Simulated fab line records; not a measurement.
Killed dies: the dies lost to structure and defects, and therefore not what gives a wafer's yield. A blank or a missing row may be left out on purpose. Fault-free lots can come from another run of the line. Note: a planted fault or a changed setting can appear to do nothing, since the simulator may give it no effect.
Problem report in the 8D (eight disciplines) form, filled by code    flow berkeleyCmos170    the parts of the form that need people (team, actions taken, sign-off) are left out

1. PROBLEM STATEMENT
Across 3 wafers from 2 lots, M1_AL_RS at UCB170_M1_RS_MEAS_01 averages 0.0936 ohm/sq, while fault-free wafers read 0.0486 ohm/sq with a standard deviation of 0.00049. Measured from the usual mean, that is +92 standard deviations.
The step: measures by four-point-probe.
Earliest sighting: wafer L141.5 on filmMetro-03 at day 9 05:46. The record has a number at this step for 42 wafers belonging to 14 lots. The rule behind "out" and "out of limits": a value lying over 4 standard deviations away from the usual mean. All remaining wafers that have a number are taken as sound.

2. WHAT IT IS AND WHAT IT IS NOT
question                     is                      is not
which readings at this step  M1_AL_RS                -
which lots                   L141, L145              L133, L134, L135, L138, L140, L142, L146, L148, L149, L151, L153, L155
which wafers of those lots   L141.5, L145.1, L145.6  L141.1, L141.4, L145.4
read on which gauges         filmMetro-03            filmMetro-01, filmMetro-04
when                         from day 9 05:46        up to then (20 sound wafers); but 19 sound wafers of L145, L146, L148, L149, L151, L153, L155 came after

3. WHAT RULES OUT EACH SUSPECT
Counting: any tool at a process step up to the reading remains a suspect provided it ran every lot that is out. Sound lots after the first of them don't rule it out here, since some wafers of a struck lot are sound.
- the gauge at UCB170_M1_RS_MEAS_01 has been ruled out. All the wafers that are out were read on filmMetro-03, but those of them that UCB170_M1_METAL_ETCH_12 has rows for are out there too, on other tools.
- pvdSputter-04 at UCB170_M1_SPUTTER_00 (material Al, target thk 600 nm, time 80 s): kept. It processed each lot that is out (first: L141, day 9 05:42); up to then, its last sound lot is L140 (day 8 05:01).
Remaining after the count: pvdSputter-04 at UCB170_M1_SPUTTER_00.

4. THE CAUSE (what the simulator had put in)
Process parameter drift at UCB170_M1_SPUTTER_00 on pvdSputter-04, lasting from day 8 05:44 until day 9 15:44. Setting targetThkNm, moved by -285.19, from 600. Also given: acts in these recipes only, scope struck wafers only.
Only this tool survived the counting.

5. THE CHAIN OF EFFECTS, in route order
One row per reading whose mean, taken over the struck wafers that have a number, lies over 3 standard deviations from the usual. Only readings for which the record gives a usual standard deviation are gone through. hours: the time from each lot's start at the first step in this table that gives one to its start at this step, as a median over the lots. sigmas: the change in usual standard deviations.
hours  step                     reading       usual          on struck wafers  change   sigmas
0      UCB170_M1_RS_MEAS_01     M1_AL_RS      0.0486 ohm/sq  0.0936            +0.0450  +92
0      UCB170_M1_THK_MEAS_02    M1_AL_THK     596 nm         314               -282     -45
1      UCB170_M1_METAL_ETCH_12  oesProductAu  0.864 a.u.     0.633             -0.231   -16
The process steps in it:
- UCB170_M1_METAL_ETCH_12: etches Al in Cl2/BCl3, stops on PSG, target depth 780 nm, time 130 s.

6. HOW IT WOULD HAVE BEEN CAUGHT EARLIER
Counted from the fault's start at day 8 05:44, it took 24 hours until the first out-of-limits reading at a measuring or inspecting step in this record, taken at day 9 05:46.
An alarm limit of 4 standard deviations would not have fired on the tool readings at UCB170_M1_SPUTTER_00 for which the record gives a usual standard deviation, since none of them was out on any struck wafer.
Lots out: 2; of these, L145 started UCB170_M1_SPUTTER_00 on pvdSputter-04 after day 9 05:46. A hold on the tool at that time would have spared it.
